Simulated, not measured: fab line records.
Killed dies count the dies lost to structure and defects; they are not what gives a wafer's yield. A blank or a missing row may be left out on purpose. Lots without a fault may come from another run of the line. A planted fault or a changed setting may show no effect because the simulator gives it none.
What tool caused it? -- flow rit_cmos -- 7 lots, 21 wafers sampled, at 2 steps of a route of 202

WHAT EACH GAUGE READ, for each wafer
RIT_CONTACT_THK_MEAS_01.
lot,measured,on,CONTACT_TEOS_THK (nm)
L530,day 3 09:56,film_metro-01,412 415 415
L532,day 3 19:37,film_metro-02,418 420 422
L535,day 4 08:16,film_metro-04,406 406 412
L537,day 4 19:53,film_metro-02,410 406 419
L544,day 6 10:19,film_metro-02,584 415 419 583 416 419
L548,day 7 06:09,film_metro-04,406 416 418
L551,day 7 16:20,film_metro-01,409 414 418

WHICH TOOL RAN EACH LOT (tool, then ch and the chambers of the sampled wafers, then the start)
lot,RIT_CONTACT_CVD_00
L530,"pecvd-02 ch 1,2, day 3 09:52"
L532,"pecvd-01 ch 0,1,2, day 3 19:34"
L535,"pecvd-01 ch 0,2, day 4 08:12"
L537,"pecvd-03 ch 0,1, day 4 19:50"
L544,"pecvd-01 ch 0,1,2, day 6 10:16"
L548,"pecvd-02 ch 0,1,2, day 7 06:05"
L551,"pecvd-02 ch 0,1, day 7 16:17"
- RIT_CONTACT_CVD_00: deposits SiO2 from TEOS, target thk 400 nm, time 62.96 s.

THE ANSWER, worked out from the rows above alone
Rule: usual is defined by the lots themselves. The widest of any qualifying gaps counts: lots, ordered by their means at a reading, are off when they make up no more than a third of the lots, leave a main group of 4 or more, and stand apart from it by 3 or more times the standard deviation of that group's means. Not used: any main group whose means are identical at the precision the tables above print for the reading. Also off: a lot with no number at a reading for which 4 or more lots have one. The other lots that the step has rows for count as sound.
Off: L544, seen at RIT_CONTACT_THK_MEAS_01 (CONTACT_TEOS_THK). The main group has a mean of 413 nm with a standard deviation of 3.6.
If a tool, at a process step before that reading, ran all the lots that are off and no sound lot after the first of them, it fits. The gauges at RIT_CONTACT_THK_MEAS_01 are tried like those tools. Can't be told from this: 2 tools fit, pecvd-01 at RIT_CONTACT_CVD_00, film_metro-02 at RIT_CONTACT_THK_MEAS_01.

WHAT THE SIMULATOR PUT IN
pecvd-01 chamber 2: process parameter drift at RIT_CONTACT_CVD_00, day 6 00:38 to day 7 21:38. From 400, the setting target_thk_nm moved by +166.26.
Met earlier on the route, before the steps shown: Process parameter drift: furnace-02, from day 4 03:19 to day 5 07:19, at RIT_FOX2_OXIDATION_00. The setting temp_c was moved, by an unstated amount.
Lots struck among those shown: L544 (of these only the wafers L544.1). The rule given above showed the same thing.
